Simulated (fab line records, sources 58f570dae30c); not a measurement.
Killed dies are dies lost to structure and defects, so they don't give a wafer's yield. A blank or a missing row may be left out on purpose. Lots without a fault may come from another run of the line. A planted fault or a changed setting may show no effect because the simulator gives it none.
A struck lot beside a sound one | flow berkeley_cmos170 | 43 steps out of a route of 331
Sound: wafers L955.1, L955.2, L955.6. Struck: wafers L963.3, L963.5, L963.6. The cause comes at the end.
At each step with rows: each side's tool, then ch and its chambers, then its first start. Under that, the readings that differ: sound wafers | struck wafers | difference of the means | sigmas: that difference in standard deviations of wafers without a fault.
alike: readings whose means differ by less than 2 such deviations, and words and numbers that are the same on both sides. not compared: withheld readings, readings that some wafer has no value for, bounds like >300 that may hide the same value, and numbers for which the record gives no deviation and whose values overlap.
The two part at a step that has a row with sigmas, a row that says differs or no value, or rows on one side only. Numbers that don't overlap but have no deviation are shown without sigmas and don't part them. A reading that every wafer of one side lacks parts them only if that side has two wafers or more.

first, 3 steps without rows for these wafers: UCB170_NSD_EXPOSE_03 (exposes mask NSELECT MOD, target cd 1200 nm); UCB170_NSD_PEB_04; UCB170_NSD_DEVELOP_05 (develop time 45 s).
UCB170_NSD_CD_MEAS_06: target cd 1200 nm.
  sound on cd_sem-02, day 7 07:25; struck on cd_sem-02, day 8 13:43
  alike: cd_nm
UCB170_NSD_OVL_MEAS_07:
  sound on overlay-01, day 7 07:32; struck on overlay-02, day 8 13:50
  alike: NSD_OVL
then, 1 step without rows for these wafers: UCB170_NSD_IMPLANT_08.
UCB170_NSD_STRIP_09: strips in O2.
  sound on plasma_asher-04 ch 0,1, day 7 07:43; struck on plasma_asher-04 ch 0,1, day 8 14:03
  alike: chamber_pressure_mTorr, drypump_motor_current_A, oes_product_au, strip_time_to_endpoint_s
  not compared: rf_hours_counter_h
UCB170_NSD_TW_MEAS_10:
  sound on film_metro-03, day 7 07:49; struck on film_metro-04, day 8 14:08
  reading | sound          | struck         | difference | sigmas
  NSD_TW  | 4151 4134 4151 | 4284 4283 4290 | +140       | +3
then, 4 steps without rows for these wafers: UCB170_NSD_CLEAN_11 (cleans in SPM, time 600 s); UCB170_BACKSIDE_HMDS_00 (prime time 60 s); UCB170_BACKSIDE_COAT_01 (resist thk 900 nm); UCB170_BACKSIDE_SOFTBAKE_02 (time 60 s).
UCB170_BACKSIDE_STRIP_03: strips in O2.
  sound on plasma_asher-01 ch 0,1, day 7 09:39; struck on plasma_asher-01 ch 0,1, day 8 15:01
  alike: chamber_pressure_mTorr, drypump_motor_current_A, oes_product_au, strip_time_to_endpoint_s
  not compared: rf_hours_counter_h
then, 3 steps without rows for these wafers: UCB170_BACKSIDE_CLEAN_04 (cleans in SPM, time 600 s); UCB170_SDANNEAL_RTA_00 (time 10 s); UCB170_SDANNEAL_RTA_01 (time 5 s).
UCB170_SDANNEAL_RS_MEAS_02: measures by four-point-probe.
  sound on film_metro-03, day 7 10:04; struck on film_metro-02, day 8 16:26
  reading         | sound             | struck            | difference | sigmas
  PSD_RS (ohm/sq) | 75.24 75.31 74.99 | 75.83 75.82 75.47 | +0.53      | +2
UCB170_SDANNEAL_RS_MEAS_03: measures by four-point-probe.
  sound on film_metro-03, day 7 10:11; struck on film_metro-02, day 8 16:34
  alike: NSD_RS
UCB170_SDANNEAL_RS_MEAS_04: measures by four-point-probe.
  sound on film_metro-03, day 7 10:19; struck on film_metro-02, day 8 16:41
  alike: PLDD_RS
UCB170_SDANNEAL_RS_MEAS_05: measures by four-point-probe.
  sound on film_metro-03, day 7 10:26; struck on film_metro-02, day 8 16:48
  alike: NLDD_RS
then, 1 step without rows for these wafers: UCB170_SILICIDE_PRE_CLEAN_00 (preclean etch time 60 s).
UCB170_SILICIDE_SPUTTER_01: material Ti, target thk 30 nm, time 25 s.
  sound on pvd_sputter-01, day 7 10:37; struck on pvd_sputter-01, day 8 16:57
  alike: throttle_valve_pct
UCB170_SILICIDE_RS_MEAS_02: measures by four-point-probe.
  sound on film_metro-04, day 7 10:38; struck on film_metro-04, day 8 17:01
  alike: SILICIDE_TI_RS
UCB170_SILICIDE_THK_MEAS_03: measures by xrf.
  sound on film_metro-04, day 7 10:46; struck on film_metro-04, day 8 17:07
  alike: SILICIDE_TI_THK
UCB170_SILICIDE_RTA_04: time 15 s.
  sound on rtp_anneal-01 ch 0, day 7 10:49; struck on rtp_anneal-02 ch 0, day 8 17:13
  alike: lamp_power_pct, wafer_temp_C_max
then, 3 steps without rows for these wafers: UCB170_SILICIDE_WET_ETCH_05 (etches Ti in SPM, time 45 s); UCB170_CONTACT_CLEAN_00 (cleans in SPM, time 600 s); UCB170_CONTACT_CVD_01 (deposits PSG from SiH4/O2/PH3, target thk 700 nm, time 2820 s).
UCB170_CONTACT_THK_MEAS_02:
  sound on film_metro-03, day 7 12:53; struck on film_metro-01, day 8 20:25
  alike: CONTACT_PSG_THK
then, 3 steps without rows for these wafers: UCB170_CONTACT_HMDS_03 (prime time 60 s); UCB170_CONTACT_COAT_04 (resist thk 900 nm); UCB170_CONTACT_SOFTBAKE_05 (time 60 s).
UCB170_CONTACT_STRIP_06: strips in O2.
  sound on plasma_asher-02 ch 0,1, day 7 13:48; struck on plasma_asher-02 ch 0,1, day 8 20:56
  alike: chamber_pressure_mTorr, drypump_motor_current_A, oes_product_au, strip_time_to_endpoint_s
  not compared: rf_hours_counter_h
then, 1 step without rows for these wafers: UCB170_CONTACT_CLEAN_07 (cleans in SPM, time 600 s).
UCB170_CONTACT_RTA_08: time 10 s.
  sound on rtp_anneal-01 ch 0, day 7 14:14; struck on rtp_anneal-02 ch 0, day 8 21:11
  reading            | sound          | struck         | difference | sigmas
  lamp_power_pct (%) | 22.9 23.0 23.0 | 24.8 24.8 24.8 | +1.8       | +2
  alike: wafer_temp_C_max
then, 6 steps without rows for these wafers: UCB170_CONTACT_COAT_09; UCB170_CONTACT_COAT_10 (resist thk 900 nm); UCB170_CONTACT_SOFTBAKE_11 (time 60 s); UCB170_CONTACT_EXPOSE_12 (exposes mask CONT, target cd 700 nm); UCB170_CONTACT_PEB_13; UCB170_CONTACT_DEVELOP_14 (develop time 45 s).
UCB170_CONTACT_CD_MEAS_15: target cd 700 nm.
  sound on cd_sem-01, day 7 15:43; struck on cd_sem-01, day 8 22:07
  alike: cd_nm
UCB170_M3_PROBE_99:
  the record has rows for the struck wafers here (prober-02, day 9 16:46) and none for the sound ones

WHERE THEY PART
First at UCB170_NSD_TW_MEAS_10; last, within this record, at UCB170_M3_PROBE_99.

WHY: what the simulator had put in
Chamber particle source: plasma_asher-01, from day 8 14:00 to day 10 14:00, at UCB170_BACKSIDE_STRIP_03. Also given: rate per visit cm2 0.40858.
